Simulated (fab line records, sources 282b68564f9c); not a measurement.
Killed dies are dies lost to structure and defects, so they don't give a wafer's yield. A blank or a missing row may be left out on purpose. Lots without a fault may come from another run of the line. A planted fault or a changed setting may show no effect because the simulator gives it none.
fab line records | flow rit_cmos
record lots=7 wafers=21 last_day=7
route steps=202 shown GATE@77 FOX2@80 M1@202
lots that met no fault: from a run of the same line without faults
start_h: hours from the record's first day to the start of the lot's first wafer shown | wait_h: hours since the lot's step before | " the same as in the row above | L1.1+2: a row that stands for several wafers | - no value, or no start given | * or withheld: withheld | < > ~ a bound
route shown NAME@n: a module of which the file shows steps, and the number in the route of the first | usual: mean/standard deviation of fault-free wafers | same: alike in all rows | chamber/n: place in a boat | sites: the reading at each site | _std_site: their standard deviation | _edge_site: outer sites' mean less inner sites' | radius_mm: how far each site lies from the wafer's centre | mask NAME#n: copy n | behind: the tool/chamber that last shaped the wafer | hold: why the lot was held/for how many hours/how that ended | device: the transistor (n, p or np) that didn't switch | end of line: the same wafers' tests at the end of the route | a step without rows: its recipe alone | killed: dies lost to structure and defects at the first sort, not the wafer's yield | map: a wafer's dies, x killed, . not, _ none there
set.NAME: the setting as run; set.NAME@STEP: as run at that earlier step | model.NAME: the simulator's own value behind a step, which no gauge read
lots at some steps of the route; a table a step, a row a wafer
services: from which hour (start_h, from the record's first day; less than 0 if before it) a tool's chamber was out of use, for how many hours, and why
## steps
# step RIT_GATE_CLEAN_02
# recipe chemistry=dHF dilution=50:1 time_s=30
# step RIT_GATE_CLEAN_03
# recipe chemistry=SC2 mix=3:3:50 time_s=600 temp_c=75 dry=n2_spin
# step RIT_GATE_CLEAN_04
# recipe chemistry=dHF dilution=50:1 time_s=60 dry=n2_spin
# step RIT_FOX2_THK_MEAS_91
# recipe reads=SiO2_of_FOX2_OXIDATION_00
# usual FIELD_OXIDE_LEFT_2_THK=254/7.7
# columns lot.wafer tool chamber start_h wait_h FIELD_OXIDE_LEFT_2_THK[nm]
L466.2 film_metro-03 - 80.42 0.0 256
L466.5 " - " " 257
L466.6 " - " " 253
L468.2 film_metro-04 - 88.73 0.0 255
L468.4 " - " " 258
L468.6 " - " " 254
L471.1 film_metro-04 - 102.48 0.0 258
L471.2 " - " " 254
L471.4 " - " " 264
L473.1 film_metro-03 - 114.33 0.0 257
L473.4 " - " " 257
L473.6 " - " " 261
L474.1 film_metro-03 - 120.36 0.0 253
L474.2 " - " " 255
L474.5 " - " " 260
L477.2 film_metro-03 - 134.52 0.0 257
L477.4 " - " " 256
L477.6 " - " " 251
L479.2 film_metro-03 - 147.33 0.0 253
L479.4 " - " " 260
L479.6 " - " " 256
# step RIT_GATE_OXIDATION_05
# recipe temp_c=900 ambient=O2 target_thk_a=30 ox_time_s=270
# step RIT_GATE_ANNEAL_06
# recipe temp_c=900 time_s=600 ambient=N2O
# step RIT_GATE_THK_MEAS_07
# recipe reads=SiO2_of_GATE_OXIDATION_05
# usual GATE_OXIDE_THK=3.02/0.052
# columns lot.wafer tool chamber start_h wait_h GATE_OXIDE_THK[nm]
L466.2 film_metro-04 - 82.71 0.0 2.92
L466.5 " - " " 2.91
L466.6 " - " " 2.95
L468.2 film_metro-03 - 92.99 0.0 3.03
L468.4 " - " " 3.00
L468.6 " - " " 3.01
L471.1 film_metro-01 - 104.95 0.0 3.00
L471.2 " - " " 3.01
L471.4 " - " " 3.02
L473.1 film_metro-01 - 117.64 0.0 2.98
L473.4 " - " " 3.02
L473.6 " - " " 3.05
L474.1 film_metro-03 - 124.13 0.0 3.02
L474.2 " - " " 3.07
L474.5 " - " " 3.11
L477.2 film_metro-03 - 138.52 0.0 3.08
L477.4 " - " " 3.12
L477.6 " - " " 3.09
L479.2 film_metro-03 - 151.90 0.0 3.02
L479.4 " - " " 2.97
L479.6 " - " " 3.04
# step RIT_GATE_CVD_08
# recipe material=poly-Si target_thk_nm=250 temp_c=610 precursor=SiH4 time_s=2220 pressure_mtorr=300 sih4_flow_sccm=97.59
# step RIT_GATE_THK_MEAS_09
# recipe reads=poly-Si_of_GATE_CVD_08
# usual GATE_POLY_THK=243.8/2.2
# columns lot.wafer tool chamber start_h wait_h GATE_POLY_THK[nm]
L466.2 film_metro-04 - 85.45 0.0 244.7
L466.5 " - " " 242.6
L466.6 " - " " 243.3
L468.2 film_metro-04 - 94.67 0.0 244.4
L468.4 " - " " 244.5
L468.6 " - " " 243.9
L471.1 film_metro-04 - 106.62 0.0 239.3
L471.2 " - " " 240.6
L471.4 " - " " 237.5
L473.1 film_metro-01 - 119.32 0.0 244.2
L473.4 " - " " 245.2
L473.6 " - " " 244.6
L474.1 film_metro-04 - 125.80 0.0 242.2
L474.2 " - " " 243.5
L474.5 " - " " 244.6
L477.2 film_metro-04 - 140.20 0.0 246.3
L477.4 " - " " 242.4
L477.6 " - " " 244.3
L479.2 film_metro-04 - 153.57 0.0 239.5
L479.4 " - " " 238.4
L479.6 " - " " 239.8
# step RIT_GATE_HMDS_10
# recipe prime_time_s=60 prime_temp_c=140
# step RIT_GATE_COAT_11
# recipe resist=NOVOLAK spin_rpm=4250 resist_thk_nm=850
# step RIT_GATE_SOFTBAKE_12
# recipe resist=NOVOLAK temp_c=90 time_s=60
# step RIT_GATE_EXPOSE_13
# recipe mask_id=M6 na=0.6 source_shape=conventional sigma_outer=0.6 target_cd_nm=150 dose_mj=380
# usual exposure_dose_mJ_cm2=379.8/0.34
# same sigma_outer=0.6
# columns lot.wafer tool chamber start_h wait_h mask exposure_dose_mJ_cm2
L466.2 iline_stepper-01 0 85.97 0.1 M6#0 379.1
L466.5 " 0 " " M6#0 379.2
L466.6 " 0 " " M6#0 378.9
L468.2 iline_stepper-01 0 95.19 0.1 M6#0 379.8
L468.4 " 0 " " M6#0 379.1
L468.6 " 0 " " M6#0 380.3
L471.1 iline_stepper-02 0 107.13 0.1 M6#0 379.5
L471.2 " 0 " " M6#0 380.2
L471.4 " 0 " " M6#0 379.9
L473.1 iline_stepper-01 0 119.83 0.1 M6#0 380.0
L473.4 " 0 " " M6#0 379.7
L473.6 " 0 " " M6#0 379.6
L474.1 iline_stepper-01 0 126.31 0.1 M6#0 289.0
L474.2 " 0 " " M6#0 288.9
L474.5 " 0 " " M6#0 289.3
L477.2 iline_stepper-01 0 140.84 0.2 M6#0 307.1
L477.4 " 0 " " M6#0 306.9
L477.6 " 0 " " M6#0 307.5
L479.2 iline_stepper-01 0 154.22 0.2 M6#0 321.8
L479.4 " 0 " " M6#0 321.7
L479.6 " 0 " " M6#0 321.8
# step RIT_GATE_PEB_14
# recipe resist=NOVOLAK temp_c=withheld time_s=withheld
# step RIT_GATE_DEVELOP_15
# recipe resist=NOVOLAK develop_time_s=50 dev_temp_c=23
# step RIT_GATE_CD_MEAS_16
# recipe target_cd_nm=150
# usual cd_nm=150.3/3
# columns lot.wafer tool chamber start_h wait_h cd_nm
L466.2 cd_sem-01 - 86.37 - 154.5
L466.5 " - " " 152.5
L466.6 " - " " 154.7
L468.2 cd_sem-02 - 95.59 - 152.3
L468.4 " - " " 150.1
L468.6 " - " " 150.4
L471.1 cd_sem-02 - 107.53 - 147.0
L471.2 " - " " 148.4
L471.4 " - " " 146.3
L473.1 cd_sem-02 - 120.23 - 147.2
L473.4 " - " " 147.4
L473.6 " - " " 148.8
L474.1 cd_sem-01 - 126.71 - 288.0
L474.2 " - " " 288.8
L474.5 " - " " 288.5
L477.2 cd_sem-02 - 141.24 - 262.8
L477.4 " - " " 262.8
L477.6 " - " " 262.8
L479.2 cd_sem-01 - 154.62 - 229.8
L479.4 " - " " 230.5
L479.6 " - " " 228.8
# step RIT_GATE_OVL_MEAS_17
# usual GATE_OVL=0.3/1.6
# columns lot.wafer tool chamber start_h wait_h GATE_OVL[nm]
L466.2 overlay-02 - 86.48 0.1 -2.3
L466.5 " - " " -3.6
L466.6 " - " " -1.7
L468.2 overlay-02 - 95.70 0.1 1.1
L468.4 " - " " 4.3
L468.6 " - " " 1.2
L471.1 overlay-01 - 107.65 0.1 -0.5
L471.2 " - " " 0.0
L471.4 " - " " 0.4
L473.1 overlay-02 - 120.35 0.1 2.0
L473.4 " - " " 0.7
L473.6 " - " " 0.1
L474.1 overlay-02 - 126.83 0.1 0.8
L474.2 " - " " 0.8
L474.5 " - " " -0.8
L477.2 overlay-01 - 141.35 0.1 0.0
L477.4 " - " " -0.6
L477.6 " - " " -0.5
L479.2 overlay-02 - 154.73 0.1 0.6
L479.4 " - " " -0.8
L479.6 " - " " -1.9
# step RIT_GATE_HARDBAKE_18
# recipe resist=NOVOLAK temp_c=140 time_s=60
# step RIT_GATE_ETCH_19
# recipe chemistry=SF6/CHF3/O2 time_s=165 SF6_flow_sccm=30 CHF3_flow_sccm=30 O2_flow_sccm=5 target=poly-Si pressure_mtorr=40 rf_w=160 target_depth_a=3125 over_etch_frac=0.25 stop_on=SiO2
# usual CHF3_flow_sccm=29.99/0.094 drypump_motor_current_A=5.8/0.37 he_backside_leak_sccm=2.7/0.37 oes_product_au=0.838/0.014 rf_fwd_power_W=159.3/0.52 throttle_valve_pct=10.24/0.15
# columns lot.wafer tool chamber start_h wait_h CHF3_flow_sccm drypump_motor_current_A he_backside_leak_sccm oes_product_au rf_fwd_power_W rf_hours_counter_h throttle_valve_pct model.GATE.cd_nm
L466.2 rie_si-01 0 86.83 0.1 30.01 5.7 2.5 0.834 159.7 51 10.45 154.5
L466.5 " 0 " " 30.06 5.6 2.5 0.839 159.2 - 10.43 152.6
L466.6 " 3 " " 30.04 5.5 2.4 0.822 158.9 - 10.08 154.7
L468.2 rie_si-01 0 95.88 0.1 30.20 5.7 2.6 0.834 159.2 51 10.44 152.6
L468.4 " 2 " " 30.08 6.5 2.7 0.846 159.6 1 10.18 150.1
L468.6 " 3 " " 29.90 5.6 2.4 0.824 159.5 - 10.09 150.6
L471.1 rie_si-02 0 107.85 0.1 30.00 5.8 2.9 0.845 159.2 47 10.37 146.8
L471.2 " 3 " " 29.98 5.3 2.8 0.837 158.8 91 10.26 148.8
L471.4 " 2 " " 29.92 5.6 2.5 0.835 159.2 25 10.36 146.1
L473.1 rie_si-02 1 120.54 0.1 30.02 5.5 2.6 0.841 158.7 87 10.02 147.4
L473.4 " 3 " " 30.11 5.3 3.0 0.849 159.2 91 10.26 147.2
L473.6 " 3 " " 29.97 5.3 3.1 0.851 158.7 - 10.24 149.1
L474.1 rie_si-01 1 127.02 0.1 29.94 6.3 2.5 0.809 159.5 62 10.17 288.3
L474.2 " 2 " " 30.04 6.4 2.7 0.841 159.6 1 10.17 289
L474.5 " 2 " " 30.03 6.4 2.8 0.849 159.5 - 10.15 288.6
L477.2 rie_si-02 1 141.53 0.1 29.89 5.6 2.7 0.828 158.5 87 10.02 262.8
L477.4 " 2 " " 29.96 5.6 2.5 0.843 159.6 26 10.37 262.7
L477.6 " 0 " " 30.11 5.8 3.0 0.845 159.3 - 10.37 262.9
L479.2 rie_si-02 3 154.91 0.1 30.11 5.3 3.0 0.833 159.0 91 10.25 229.9
L479.4 " 1 " " 30.05 5.5 2.7 0.825 159.0 87 10.02 230.5
L479.6 " 3 " " 29.94 5.3 3.1 0.840 159.5 - 10.25 229.1
# step RIT_GATE_STRIP_20
# recipe chemistry=O2 time_s=180 resist=NOVOLAK platen_temp_c=withheld power_w=500 pressure_mtorr=4000 o2_flow_sccm=4000
# usual drypump_motor_current_A=5.6/0.36
# columns lot.wafer tool chamber start_h wait_h drypump_motor_current_A rf_hours_counter_h
L466.2 plasma_asher-03 0 86.94 0.1 5.5 44
L466.5 " 0 " " 5.5 -
L466.6 " 1 " " 5.1 -
L468.2 plasma_asher-01 0 95.99 0.1 6.3 46
L468.4 " 0 " " 6.2 -
L468.6 " 0 " " 6.2 -
L471.1 plasma_asher-01 0 107.95 0.1 6.3 47
L471.2 " 1 " " 5.5 47
L471.4 " 0 " " 6.3 -
L473.1 plasma_asher-03 1 120.64 0.1 5.2 0
L473.4 " 0 " " 5.6 -
L473.6 " 0 " " 5.5 -
L474.1 plasma_asher-01 0 127.13 0.1 6.2 49
L474.2 " 1 " " 5.5 49
L474.5 " 1 " " 5.5 -
L477.2 plasma_asher-03 1 141.64 0.1 5.2 2
L477.4 " 1 " " 5.2 -
L477.6 " 0 " " 5.5 -
L479.2 plasma_asher-01 1 155.01 0.1 5.5 52
L479.4 " 1 " " 5.5 -
L479.6 " 1 " " 5.6 -
# step RIT_M1_PROBE_99
# usual killed_at_front_end=7/3 killed_dies=7/3.1 killed_on_rim=1.8/1.4 killed_open=3.4/2.1 killed_short=3.4/2
# same gross_dies=264 killed_at_M0_to_M3=0 killed_at_M4_up=0 killed_at_back_side=0 killed_at_contacts=0 killed_at_other=0
# columns lot.wafer tool chamber start_h wait_h killed_at_front_end killed_dies killed_on_rim killed_open killed_short
L466.2 prober-02 - 108.14 0.1 5 5 1 4 1
L466.5 prober-02 - 108.29 0.2 6 6 1 1 5
L466.6 prober-02 - 108.34 0.2 13 13 3 7 6
L468.2 prober-02 - 117.09 0.1 3 3 2 2 1
L468.4 prober-02 - 117.19 0.2 3 3 0 1 2
L468.6 prober-02 - 117.29 0.2 7 7 1 5 2
L471.1 prober-01 - 127.83 0.1 4 4 0 3 1
L471.2 prober-01 - 127.88 0.1 7 7 2 4 3
L471.4 prober-01 - 127.98 0.2 7 7 2 3 4
L473.1 prober-01 - 142.02 0.1 6 6 2 5 1
L473.4 prober-01 - 142.17 0.2 4 4 1 0 4
L473.6 prober-01 - 142.27 0.2 7 7 0 4 3
L474.1 prober-02 - 148.30 0.1 264 264 70 2 7
L474.2 prober-02 - 148.35 0.1 264 264 70 1 1
L474.5 prober-02 - 148.50 0.2 264 264 70 4 1
L479.2 prober-01 - 175.42 0.1 264 264 70 1 1
L479.4 prober-01 - 175.52 0.2 264 264 70 6 0
L479.6 prober-01 - 175.62 0.2 264 264 70 3 3
# killed by level:class
L466.2 SPACER:geometric_particle:open=2 REOX:geometric_particle:open=1 SILICIDE:geometric_particle:open=1 SILICIDE:geometric_particle:short=1
L466.5 REOX:geometric_particle:short=2 SILICIDE:geometric_particle:short=2 GATE:geometric_particle:short=1 GATE:geometric_particle:open=1
L466.6 REOX:geometric_particle:short=4 GATE:geometric_particle:open=3 GATE:geometric_particle:short=2 REOX:geometric_particle:open=2 SPACER:geometric_particle:open=2
L468.2 FOX1:geometric_particle:short=1 FOX2:geometric_particle:open=1 GATE:geometric_particle:open=1
L468.4 FOX1:geometric_particle:short=1 FOX1:geometric_particle:open=1 GATE:geometric_particle:short=1
L468.6 GATE:geometric_particle:open=3 FOX1:geometric_particle:open=1 FOX1:geometric_particle:short=1 GATE:geometric_particle:short=1 SPACER:geometric_particle:open=1
L471.1 GATE:geometric_particle:open=3 GATE:geometric_particle:short=1
L471.2 FOX1:geometric_particle:short=1 FOX2:geometric_particle:open=1 GATE:geometric_particle:short=1 GATE:geometric_particle:open=1 REOX:geometric_particle:open=1 REOX:geometric_particle:short=1 SILICIDE:geometric_particle:open=1
L471.4 REOX:geometric_particle:short=2 ACTIVE:geometric_particle:short=1 FOX2:geometric_particle:open=1 GATE:geometric_particle:short=1 GATE:geometric_particle:open=1 SILICIDE:geometric_particle:open=1
L473.1 FOX1:geometric_particle:open=1 FOX2:geometric_particle:open=1 GATE:geometric_particle:short=1 GATE:geometric_particle:open=1 SPACER:geometric_particle:open=1 SILICIDE:geometric_particle:open=1
L473.4 GATE:geometric_particle:short=3 SILICIDE:geometric_particle:short=1
L473.6 GATE:geometric_particle:open=2 GATE:geometric_particle:short=2 SPACER:geometric_particle:short=1 SPACER:geometric_particle:open=1 SILICIDE:geometric_particle:open=1
L474.1 GATE:area_expose=255 REOX:geometric_particle:short=3 SILICIDE:geometric_particle:short=2 FOX1:geometric_particle:short=1 GATE:geometric_particle:open=1 SPACER:geometric_particle:short=1 SILICIDE:geometric_particle:open=1
L474.2 GATE:area_expose=262 SILICIDE:geometric_particle:open=1 SILICIDE:geometric_particle:short=1
L474.5 GATE:area_expose=259 FOX2:geometric_particle:open=2 FOX1:geometric_particle:open=1 FOX2:geometric_particle:short=1 GATE:geometric_particle:open=1
L479.2 GATE:area_expose=262 GATE:geometric_particle:short=1 SPACER:geometric_particle:open=1
L479.4 GATE:area_expose=258 SPACER:geometric_particle:open=4 FOX1:geometric_particle:open=2
L479.6 GATE:area_expose=258 GATE:geometric_particle:short=3 FOX1:geometric_particle:open=1 GATE:geometric_particle:open=1 REOX:geometric_particle:open=1
# map L474.1 (x killed, . not)
________xxxxxxx_______
_____xxxxxxxxxxxxx____
____xxxxxxxxxxxxxxx___
___xxxxxxxxxxxxxxxxx__
__xxxxxxxxxxxxxxxxxxx_
__xxxxxxxxxxxxxxxxxxx_
_xxxxxxxxxxxxxxxxxxxxx
_xxxxxxxxxxxxxxxxxxxxx
_xxxxxxxxxxxxxxxxxxxxx
_xxxxxxxxxxxxxxxxxxxxx
__xxxxxxxxxxxxxxxxxxx_
__xxxxxxxxxxxxxxxxxxx_
___xxxxxxxxxxxxxxxxx__
____xxxxxxxxxxxxxxx___
_____xxxxxxxxxxxxx____
________xxxxxxx_______
# map L479.2 (x killed, . not)
________xxxxxxx_______
_____xxxxxxxxxxxxx____
____xxxxxxxxxxxxxxx___
___xxxxxxxxxxxxxxxxx__
__xxxxxxxxxxxxxxxxxxx_
__xxxxxxxxxxxxxxxxxxx_
_xxxxxxxxxxxxxxxxxxxxx
_xxxxxxxxxxxxxxxxxxxxx
_xxxxxxxxxxxxxxxxxxxxx
_xxxxxxxxxxxxxxxxxxxxx
__xxxxxxxxxxxxxxxxxxx_
__xxxxxxxxxxxxxxxxxxx_
___xxxxxxxxxxxxxxxxx__
____xxxxxxxxxxxxxxx___
_____xxxxxxxxxxxxx____
________xxxxxxx_______
## services
# columns tool chamber start_h hours kind
rie_si-01 1 77.24 2.1 repair
iline_stepper-01 - 96.02 1.7 pm
rie_si-02 3 96.25 3.9 repair
rie_si-01 0 104.45 7.1 repair
iline_stepper-01 0 105.76 - calibration
plasma_asher-03 - 108.75 9.0 pm
plasma_asher-03 0 108.75 9.0 vent_cycle
plasma_asher-03 1 108.75 9.0 vent_cycle
plasma_asher-03 0 117.75 - clean
plasma_asher-03 1 117.75 - clean
plasma_asher-03 - 138.30 0.8 repair
plasma_asher-03 - 142.61 4.9 repair
rie_si-02 - 142.67 10.4 repair
## key
first_sign step=RIT_GATE_EXPOSE_13 reading=exposure_dose_mJ_cm2 direction=down sigmas=99+ usual=379.8 struck=306.0
effect step=RIT_GATE_CD_MEAS_16 reading=cd_nm direction=up sigmas=37 usual=150.3 struck=260.3 through=control_loop
effect step=RIT_M1_PROBE_99 reading=killed_at_front_end direction=up sigmas=85 usual=7 struck=264
model_effect step=RIT_GATE_ETCH_19 value=GATE.cd_nm without=148.2 struck=260.4
more_kills_born_at RIT_GATE_EXPOSE_13@iline_stepper-01=1554
met_at RIT_GATE_EXPOSE_13
struck_wafers L474.1,L474.2,L474.5,L477.2,L477.4,L477.6,L479.2,L479.4,L479.6
rows_end L477.2,L477.4,L477.6
later_rows_left_out L474.1,L474.2,L474.5,L479.2,L479.4,L479.6
tester_left_out L474,L479
loop_trim step=RIT_GATE_EXPOSE_13 setting=dose lots=L477,L479
onset_between 119.83 126.31
fault kind=process_parameter_drift tool=iline_stepper-01 chamber=- onset_h=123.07 steps=RIT_GATE_EXPOSE_13 channel=dose_mj offset=-91.013 shape=step acts_in=these_recipes_only stated=380
# tester_left_out: of these lots the tester's yield and bins aren't shown, on N5 and GAA mostly nor the transistor test; their killed dies are dies lost to structure and defects alone, not to doping, threshold or leakage, so they don't give the yield
# later_rows_left_out: the simulator's readings of these wafers behind a module that went badly wrong aren't trusted and aren't shown, but for the sort
# rows_end: these wafers met a further fault down the route, and their rows from its step on are left out
# loop_trim: a control loop set the setting to another value than it would have without faults
